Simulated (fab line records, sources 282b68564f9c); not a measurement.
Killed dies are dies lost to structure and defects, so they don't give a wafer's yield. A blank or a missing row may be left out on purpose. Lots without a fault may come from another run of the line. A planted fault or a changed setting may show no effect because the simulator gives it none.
fab line records | flow rit_cmos
record lots=15 wafers=45 last_day=7
route steps=202 shown NRETRO@59 PRETRO@70 PLDD@115 M1@202
lots that met no fault: from a run of the same line without faults
start_h: hours from the record's first day to the start of the lot's first wafer shown | wait_h: hours since the lot's step before | " the same as in the row above | L1.1+2: a row that stands for several wafers | - no value, or no start given | * or withheld: withheld | < > ~ a bound
route shown NAME@n: a module of which the file shows steps, and the number in the route of the first | usual: mean/standard deviation of fault-free wafers | same: alike in all rows | chamber/n: place in a boat | sites: the reading at each site | _std_site: their standard deviation | _edge_site: outer sites' mean less inner sites' | radius_mm: how far each site lies from the wafer's centre | mask NAME#n: copy n | behind: the tool/chamber that last shaped the wafer | hold: why the lot was held/for how many hours/how that ended | device: the transistor (n, p or np) that didn't switch | end of line: the same wafers' tests at the end of the route | a step without rows: its recipe alone | killed: dies lost to structure and defects at the first sort, not the wafer's yield | map: a wafer's dies, x killed, . not, _ none there
set.NAME: the setting as run; set.NAME@STEP: as run at that earlier step | model.NAME: the simulator's own value behind a step, which no gauge read
steps of the route over a sample of lots; a table a step, a row a wafer
services: from which hour (start_h, from the record's first day; less than 0 if before it) a tool's chamber was out of use, for how many hours, and why
## steps
# step RIT_NRETRO_OVL_MEAS_06
# usual NRETRO_OVL=0.0/1.4
# columns lot.wafer tool chamber start_h wait_h NRETRO_OVL[nm]
L756.2 overlay-02 - 32.24 - -1.8
L756.4 " - " " 0.6
L756.6 " - " " -2.0
L759.1 overlay-02 - 44.58 - 3.0
L759.2 " - " " 3.2
L759.3 " - " " 4.5
L760.1 overlay-02 - 49.72 - -0.5
L760.2 " - " " 0.1
L760.6 " - " " -0.6
L761.2 overlay-01 - 55.57 - -2.4
L761.3 " - " " -2.3
L761.4 " - " " -1.2
L762.1 overlay-01 - 60.36 - -1.1
L762.2 " - " " -1.3
L762.4 " - " " -1.6
L763.3 overlay-01 - 65.99 - -0.6
L763.5 " - " " 0.1
L763.6 " - " " 0.7
L767.1 overlay-01 - 84.38 - -1.1
L767.4 " - " " -1.7
L767.5 " - " " -0.9
L768.1 overlay-02 - 90.52 - -0.9
L768.5 " - " " -1.0
L768.6 " - " " -0.8
L771.1 overlay-01 - 104.04 - 1.3
L771.2 " - " " 1.3
L771.4 " - " " 1.9
L773.1 overlay-02 - 115.71 - 0.7
L773.3 " - " " -1.5
L773.6 " - " " -1.9
L774.1 overlay-02 - 122.25 - 2.4
L774.5 " - " " 0.9
L774.6 " - " " 1.9
L775.1 overlay-02 - 126.28 - 0.8
L775.2 " - " " 1.3
L775.5 " - " " 1.0
L776.3 overlay-02 - 129.14 - -1.3
L776.4 " - " " 0.4
L776.5 " - " " 1.0
L778.3 overlay-01 - 139.28 - -0.5
L778.4 " - " " -0.6
L778.5 " - " " -0.4
L779.2 overlay-01 - 147.04 - 1.2
L779.5 " - " " 0.6
L779.6 " - " " 2.2
# step RIT_PRETRO_OVL_MEAS_06
# usual PRETRO_OVL=-0.4/1.7
# columns lot.wafer tool chamber start_h wait_h PRETRO_OVL[nm]
L756.2 overlay-01 - 33.92 - -3.1
L756.4 " - " " -1.7
L756.6 " - " " -2.1
L759.1 overlay-02 - 46.26 - 2.5
L759.2 " - " " 1.3
L759.3 " - " " 0.2
L760.1 overlay-02 - 51.44 - -2.0
L760.2 " - " " -1.4
L760.6 " - " " -0.5
L761.2 overlay-01 - 57.31 - 1.6
L761.3 " - " " 0.8
L761.4 " - " " 0.3
L762.1 overlay-01 - 62.03 - -0.7
L762.2 " - " " -1.1
L762.4 " - " " -1.9
L763.3 overlay-01 - 67.63 - -2.0
L763.5 " - " " -2.5
L763.6 " - " " -1.1
L767.1 overlay-01 - 85.93 - 1.9
L767.4 " - " " 0.9
L767.5 " - " " 1.7
L768.1 overlay-02 - 92.08 - 0.6
L768.5 " - " " 1.0
L768.6 " - " " 2.0
L771.1 overlay-01 - 105.59 - -0.7
L771.2 " - " " -2.3
L771.4 " - " " 0.0
L773.1 overlay-02 - 117.39 - -3.1
L773.3 " - " " -3.9
L773.6 " - " " -3.3
L774.1 overlay-01 - 123.80 - 1.2
L774.5 " - " " -1.5
L774.6 " - " " -0.9
L775.1 overlay-02 - 127.96 - 2.1
L775.2 " - " " 1.7
L775.5 " - " " 2.7
L776.3 overlay-01 - 130.83 - -3.1
L776.4 " - " " -0.3
L776.5 " - " " -0.9
L778.3 overlay-01 - 140.83 - -3.1
L778.4 " - " " -0.9
L778.5 " - " " -1.9
L779.2 overlay-01 - 148.70 - -3.0
L779.5 " - " " -1.3
L779.6 " - " " -2.5
# step RIT_PLDD_COAT_01
# recipe resist=NOVOLAK spin_rpm=3250 resist_thk_nm=1000
# usual spin_speed_rpm=3250.6/2.1
# columns lot.wafer tool chamber start_h wait_h spin_speed_rpm
L756.2 litho_track-02 0 44.57 0.1 3252.0
L756.4 " 0 " " 3250.6
L756.6 " 0 " " 3253.9
L759.1 litho_track-03 0 58.62 0.1 3253.4
L759.2 " 0 " " 3251.2
L759.3 " 0 " " 3252.1
L760.1 litho_track-04 0 61.97 0.1 3250.3
L760.2 " 0 " " 3252.3
L760.6 " 0 " " 3253.2
L761.2 litho_track-03 0 68.08 0.1 3250.2
L761.3 " 0 " " 3251.4
L761.4 " 0 " " 3249.6
L762.1 litho_track-02 0 74.27 0.1 3448.3
L762.2 " 0 " " 3451.6
L762.4 " 0 " " 3451.9
L763.3 litho_track-02 0 79.52 0.1 3445.9
L763.5 " 0 " " 3449.3
L763.6 " 0 " " 3443.8
L767.1 litho_track-02 0 98.74 0.1 3449.6
L767.4 " 0 " " 3449.0
L767.5 " 0 " " 3447.0
L768.1 litho_track-03 0 103.57 0.1 3253.2
L768.5 " 0 " " 3256.5
L768.6 " 0 " " 3250.0
L771.1 litho_track-03 0 117.85 0.1 3252.8
L771.2 " 0 " " 3250.4
L771.4 " 0 " " 3252.9
L773.1 litho_track-03 0 127.98 0.1 3250.3
L773.3 " 0 " " 3250.9
L773.6 " 0 " " 3248.9
L774.1 litho_track-03 0 134.74 0.1 3249.1
L774.5 " 0 " " 3249.7
L774.6 " 0 " " 3248.9
L775.1 litho_track-03 0 138.42 0.1 3250.2
L775.2 " 0 " " 3247.7
L775.5 " 0 " " 3250.0
L776.3 litho_track-04 0 142.36 0.1 3250.6
L776.4 " 0 " " 3250.3
L776.5 " 0 " " 3249.1
L778.3 litho_track-04 0 155.29 0.1 3249.0
L778.4 " 0 " " 3249.5
L778.5 " 0 " " 3249.3
L779.2 litho_track-04 0 163.39 0.1 3252.9
L779.5 " 0 " " 3250.2
L779.6 " 0 " " 3255.0
# step RIT_PLDD_STRIP_09
# recipe chemistry=O2 time_s=180 resist=NOVOLAK platen_temp_c=withheld power_w=500 pressure_mtorr=4000 o2_flow_sccm=4000
# usual drypump_motor_current_A=6.1/0.52
# columns lot.wafer tool chamber start_h wait_h drypump_motor_current_A rf_hours_counter_h
L756.2 plasma_asher-04 1 45.58 0.1 6.6 27
L756.4 " 0 " " 6.4 -
L756.6 " 0 " " 6.4 -
L759.1 plasma_asher-04 1 59.78 0.1 6.6 28
L759.2 " 0 " " 6.4 28
L759.3 " 0 " " 6.4 -
L760.1 plasma_asher-02 0 63.13 0.1 5.5 39
L760.2 " 1 " " 5.8 39
L760.6 " 1 " " 5.7 -
L761.2 plasma_asher-03 1 69.21 0.1 5.5 44
L761.3 " 0 " " 6.7 -
L761.4 " 1 " " 5.4 -
L762.1 plasma_asher-04 0 75.30 0.1 6.4 30
L762.2 " 1 " " 6.6 30
L762.4 " 1 " " 6.6 -
L763.3 plasma_asher-02 1 80.82 0.1 5.7 -
L763.5 " 0 " " 5.4 -
L763.6 " 1 " " 5.7 -
L767.1 plasma_asher-02 0 99.91 0.1 5.5 43
L767.4 " 0 " " 5.5 -
L767.5 " 1 " " 5.7 -
L768.1 plasma_asher-04 0 104.62 0.1 6.4 33
L768.5 " 0 " " 6.4 -
L768.6 " 1 " " 6.6 -
L771.1 plasma_asher-02 0 118.89 0.1 5.4 0
L771.2 " 1 " " 5.7 0
L771.4 " 1 " " 5.7 -
L773.1 plasma_asher-02 1 129.15 0.1 5.7 1
L773.3 " 0 " " 5.5 -
L773.6 " 1 " " 5.7 -
L774.1 plasma_asher-03 1 135.90 0.1 5.5 51
L774.5 " 1 " " 5.4 -
L774.6 " 0 " " 6.7 -
L775.1 plasma_asher-04 0 139.46 0.1 6.4 37
L775.2 " 1 " " 6.6 37
L775.5 " 0 " " 6.4 -
L776.3 plasma_asher-03 0 143.40 0.1 6.7 -
L776.4 " 1 " " 5.4 -
L776.5 " 0 " " 6.7 -
L778.3 plasma_asher-02 0 156.33 0.1 5.5 -
L778.4 " 1 " " 5.7 -
L778.5 " 0 " " 5.5 -
L779.2 plasma_asher-03 1 164.44 0.1 5.5 54
L779.5 " 0 " " 6.7 -
L779.6 " 1 " " 5.5 -
# step RIT_M1_PROBE_99
# usual killed_at_contacts=0.1/0.24 killed_at_front_end=7/3.1 killed_dies=7/3.1 killed_open=3.3/2 killed_short=3.4/2.1
# same gross_dies=264 killed_at_M0_to_M3=0 killed_at_M4_up=0 killed_at_back_side=0 killed_at_other=0
# columns lot.wafer tool chamber start_h wait_h killed_at_contacts killed_at_front_end killed_dies killed_open killed_short
L756.2 prober-01 - 60.78 0.1 0 5 5 2 3
L756.4 prober-01 - 60.88 0.2 0 3 3 2 1
L756.6 prober-01 - 60.98 0.2 0 8 8 3 5
L759.1 prober-02 - 74.04 0.1 0 6 6 1 5
L759.2 prober-02 - 74.09 0.1 0 14 14 9 5
L759.3 prober-02 - 74.14 0.2 1 8 9 3 6
L760.1 prober-01 - 78.10 0.1 0 4 4 3 1
L760.2 prober-01 - 78.15 0.1 0 6 6 3 3
L760.6 prober-01 - 78.35 0.2 1 5 6 5 1
L761.2 prober-02 - 82.81 0.1 0 12 12 4 8
L761.3 prober-02 - 82.86 0.2 0 11 11 4 7
L761.4 prober-02 - 82.91 0.2 0 5 5 2 3
L762.1 prober-01 - 88.94 0.1 0 12 12 6 6
L762.2 prober-01 - 88.99 0.1 0 10 10 4 6
L762.4 prober-01 - 89.09 0.2 0 6 6 4 2
L763.3 prober-02 - 95.67 0.2 0 4 4 2 2
L763.5 prober-02 - 95.77 0.2 0 4 4 2 2
L763.6 prober-02 - 95.82 0.2 0 2 2 1 1
L767.1 prober-01 - 115.42 0.1 0 2 2 2 0
L767.4 prober-01 - 115.57 0.2 0 3 3 2 1
L767.5 prober-01 - 115.62 0.2 0 8 8 5 3
L768.1 prober-02 - 119.16 0.1 0 6 6 2 4
L768.5 prober-02 - 119.36 0.2 0 10 10 5 5
L768.6 prober-02 - 119.41 0.2 0 4 4 3 1
L771.1 prober-01 - 132.64 0.1 0 9 9 3 6
L771.2 prober-01 - 132.69 0.1 1 4 5 1 4
L771.4 prober-01 - 132.79 0.2 0 3 3 2 1
L773.1 prober-01 - 143.67 0.1 0 7 7 3 4
L773.3 prober-01 - 143.77 0.2 0 3 3 1 2
L773.6 prober-01 - 143.92 0.2 0 2 2 0 2
L774.1 prober-02 - 149.87 0.1 0 5 5 2 3
L774.5 prober-02 - 150.07 0.2 0 6 6 2 4
L774.6 prober-02 - 150.12 0.2 1 4 5 3 2
L775.1 prober-01 - 153.67 0.1 0 10 10 8 2
L775.2 prober-01 - 153.72 0.1 0 7 7 2 5
L775.5 prober-01 - 153.87 0.2 0 9 9 2 7
L776.3 prober-02 - 159.41 0.2 0 8 8 4 4
L776.4 prober-02 - 159.46 0.2 0 5 5 4 1
L776.5 prober-02 - 159.51 0.2 0 6 6 3 3
L778.3 prober-02 - 170.48 0.2 0 3 3 1 2
L778.4 prober-02 - 170.53 0.2 0 3 3 1 2
L778.5 prober-02 - 170.58 0.2 0 5 5 3 2
L779.2 prober-01 - 178.72 0.1 0 2 2 0 2
L779.5 prober-01 - 178.87 0.2 0 4 4 3 1
L779.6 prober-01 - 178.92 0.2 0 7 7 5 2
# killed by level:class
L756.2 GATE:geometric_particle:open=2 FOX1:geometric_particle:short=1 FOX2:geometric_particle:short=1 GATE:geometric_particle:short=1
L756.4 SILICIDE:geometric_particle:open=2 GATE:geometric_particle:short=1
L756.6 GATE:geometric_particle:short=2 GATE:geometric_particle:open=2 FOX1:geometric_particle:short=1 FOX1:geometric_particle:open=1 SPACER:geometric_particle:short=1 SILICIDE:geometric_particle:short=1
L759.1 REOX:geometric_particle:short=2 FOX1:geometric_particle:short=1 FOX2:geometric_particle:open=1 GATE:geometric_particle:short=1 SPACER:geometric_particle:short=1
L759.2 GATE:geometric_particle:open=3 SPACER:geometric_particle:short=3 FOX1:geometric_particle:open=2 REOX:geometric_particle:open=2 ACTIVE:geometric_particle:open=1 FOX2:geometric_particle:open=1 FOX2:geometric_particle:short=1 GATE:geometric_particle:short=1
L759.3 FOX1:geometric_particle:short=2 GATE:geometric_particle:short=2 FOX1:geometric_particle:open=1 GATE:geometric_particle:open=1 REOX:geometric_particle:short=1 SPACER:geometric_particle:open=1 CONTACT:geometric_particle:short=1
L760.1 FOX1:geometric_particle:open=1 GATE:geometric_particle:open=1 GATE:geometric_particle:short=1 SILICIDE:geometric_particle:open=1
L760.2 GATE:geometric_particle:open=2 GATE:geometric_particle:short=1 REOX:geometric_particle:short=1 SPACER:geometric_particle:open=1 SILICIDE:geometric_particle:short=1
L760.6 FOX1:geometric_particle:open=1 GATE:geometric_particle:open=1 SPACER:geometric_particle:open=1 SILICIDE:geometric_particle:open=1 SILICIDE:geometric_particle:short=1 CONTACT:geometric_particle:open=1
L761.2 FOX2:geometric_particle:short=3 GATE:geometric_particle:short=3 GATE:geometric_particle:open=2 FOX1:geometric_particle:short=1 FOX2:geometric_particle:open=1 SILICIDE:geometric_particle:open=1 SILICIDE:geometric_particle:short=1
L761.3 FOX2:geometric_particle:short=3 FOX2:geometric_particle:open=2 GATE:geometric_particle:open=2 SILICIDE:geometric_particle:short=2 FOX1:geometric_particle:short=1 GATE:geometric_particle:short=1
L761.4 REOX:geometric_particle:short=1 SPACER:geometric_particle:short=1 SPACER:geometric_particle:open=1 SILICIDE:geometric_particle:open=1 SILICIDE:geometric_particle:short=1
L762.1 GATE:geometric_particle:short=2 GATE:geometric_particle:open=2 REOX:geometric_particle:short=2 SILICIDE:geometric_particle:open=2 FOX2:geometric_particle:short=1 REOX:geometric_particle:open=1 SPACER:geometric_particle:open=1 SILICIDE:geometric_particle:short=1
L762.2 REOX:geometric_particle:short=4 FOX2:geometric_particle:open=2 GATE:geometric_particle:short=2 FOX1:geometric_particle:open=1 SILICIDE:geometric_particle:open=1
L762.4 SPACER:geometric_particle:short=2 FOX1:geometric_particle:open=1 GATE:geometric_particle:open=1 SPACER:geometric_particle:open=1 SILICIDE:geometric_particle:open=1
L763.3 FOX2:geometric_particle:open=1 GATE:geometric_particle:short=1 SPACER:geometric_particle:open=1 SPACER:geometric_particle:short=1
L763.5 REOX:geometric_particle:short=2 GATE:geometric_particle:open=1 SPACER:geometric_particle:open=1
L763.6 GATE:geometric_particle:short=1 SPACER:geometric_particle:open=1
L767.1 GATE:geometric_particle:open=1 REOX:geometric_particle:open=1
L767.4 FOX1:geometric_particle:open=1 GATE:geometric_particle:open=1 REOX:geometric_particle:short=1
L767.5 GATE:geometric_particle:short=3 SILICIDE:geometric_particle:open=2 FOX1:geometric_particle:open=1 GATE:geometric_particle:open=1 SPACER:geometric_particle:open=1
L768.1 GATE:geometric_particle:short=2 FOX1:geometric_particle:open=1 REOX:geometric_particle:short=1 SILICIDE:geometric_particle:short=1 SILICIDE:geometric_particle:open=1
L768.5 GATE:geometric_particle:open=4 FOX1:geometric_particle:short=1 GATE:geometric_particle:short=1 REOX:geometric_particle:short=1 SPACER:geometric_particle:short=1 SPACER:geometric_particle:open=1 SILICIDE:geometric_particle:short=1
L768.6 FOX1:geometric_particle:open=2 GATE:geometric_particle:open=1 SILICIDE:geometric_particle:short=1
L771.1 GATE:geometric_particle:short=2 GATE:geometric_particle:open=2 REOX:geometric_particle:short=2 FOX1:geometric_particle:short=1 REOX:geometric_particle:open=1 SPACER:geometric_particle:short=1
L771.2 FOX2:geometric_particle:short=2 GATE:geometric_particle:short=1 GATE:geometric_particle:open=1 CONTACT:geometric_particle:short=1
L771.4 FOX1:geometric_particle:open=1 FOX2:geometric_particle:open=1 SPACER:geometric_particle:short=1
L773.1 GATE:geometric_particle:open=3 REOX:geometric_particle:short=2 FOX1:geometric_particle:short=1 GATE:geometric_particle:short=1
L773.3 GATE:geometric_particle:open=1 GATE:geometric_particle:short=1 REOX:geometric_particle:short=1
L773.6 GATE:geometric_particle:short=1 REOX:geometric_particle:short=1
L774.1 GATE:geometric_particle:open=2 GATE:geometric_particle:short=1 REOX:geometric_particle:short=1 SILICIDE:geometric_particle:short=1
L774.5 GATE:geometric_particle:short=2 FOX2:geometric_particle:short=1 SPACER:geometric_particle:open=1 SILICIDE:geometric_particle:short=1 SILICIDE:geometric_particle:open=1
L774.6 GATE:geometric_particle:open=1 GATE:geometric_particle:short=1 REOX:geometric_particle:open=1 SILICIDE:geometric_particle:short=1 CONTACT:geometric_particle:open=1
L775.1 GATE:geometric_particle:open=4 FOX1:geometric_particle:short=2 ACTIVE:geometric_particle:open=1 FOX1:geometric_particle:open=1 FOX2:geometric_particle:open=1 REOX:geometric_particle:open=1
L775.2 FOX1:geometric_particle:short=2 GATE:geometric_particle:short=2 GATE:geometric_particle:open=1 REOX:geometric_particle:open=1 SPACER:geometric_particle:short=1
L775.5 GATE:geometric_particle:short=3 SILICIDE:geometric_particle:short=3 GATE:geometric_particle:open=2 SPACER:geometric_particle:short=1
L776.3 GATE:geometric_particle:open=2 SILICIDE:geometric_particle:short=2 FOX1:geometric_particle:open=1 FOX2:geometric_particle:short=1 FOX2:geometric_particle:open=1 GATE:geometric_particle:short=1
L776.4 FOX1:geometric_particle:open=1 GATE:geometric_particle:open=1 GATE:geometric_particle:short=1 SPACER:geometric_particle:open=1 SILICIDE:geometric_particle:open=1
L776.5 GATE:geometric_particle:short=3 GATE:geometric_particle:open=2 SILICIDE:geometric_particle:open=1
L778.3 SPACER:geometric_particle:short=2 FOX1:geometric_particle:open=1
L778.4 SPACER:geometric_particle:short=1 SILICIDE:geometric_particle:open=1 SILICIDE:geometric_particle:short=1
L778.5 SILICIDE:geometric_particle:short=2 FOX1:geometric_particle:open=1 GATE:geometric_particle:open=1 SILICIDE:geometric_particle:open=1
L779.2 FOX1:geometric_particle:short=1 SPACER:geometric_particle:short=1
L779.5 GATE:geometric_particle:open=2 SILICIDE:geometric_particle:short=1 SILICIDE:geometric_particle:open=1
L779.6 SILICIDE:geometric_particle:open=2 FOX1:geometric_particle:open=1 FOX2:geometric_particle:short=1 FOX2:geometric_particle:open=1 GATE:geometric_particle:open=1 SILICIDE:geometric_particle:short=1
## services
# columns tool chamber start_h hours kind
plasma_asher-03 - 29.45 3.2 repair
plasma_asher-04 - 87.09 2.8 pm
plasma_asher-02 - 108.75 9.0 pm
plasma_asher-02 0 108.75 9.0 vent_cycle
plasma_asher-02 1 108.75 9.0 vent_cycle
plasma_asher-04 - 114.73 0.3 repair
plasma_asher-04 - 115.27 2.3 repair
plasma_asher-03 - 117.44 8.2 repair
plasma_asher-02 0 117.75 - clean
plasma_asher-02 1 117.75 - clean
plasma_asher-02 - 144.55 1.7 repair
## key
first_sign step=RIT_PLDD_COAT_01 reading=spin_speed_rpm direction=up sigmas=95 usual=3250.6 struck=3448.5
effect none on later readings
met_at RIT_PLDD_COAT_01
struck_lots L762,L763,L767
tester_left_out L762,L763,L767
not_acting_at RIT_NRETRO_OVL_MEAS_06,RIT_PRETRO_OVL_MEAS_06,RIT_PLDD_STRIP_09
onset_between 44.57 74.27
fault kind=process_parameter_drift tool=litho_track-02 chamber=- onset_h=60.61 steps=RIT_PLDD_COAT_01 channel=spin_rpm offset=197 shape=step end_h=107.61 acts_in=these_recipes_only stated=3250
# tester_left_out: of these lots the tester's yield and bins aren't shown, on N5 and GAA mostly nor the transistor test; their killed dies are dies lost to structure and defects alone, not to doping, threshold or leakage, so they don't give the yield
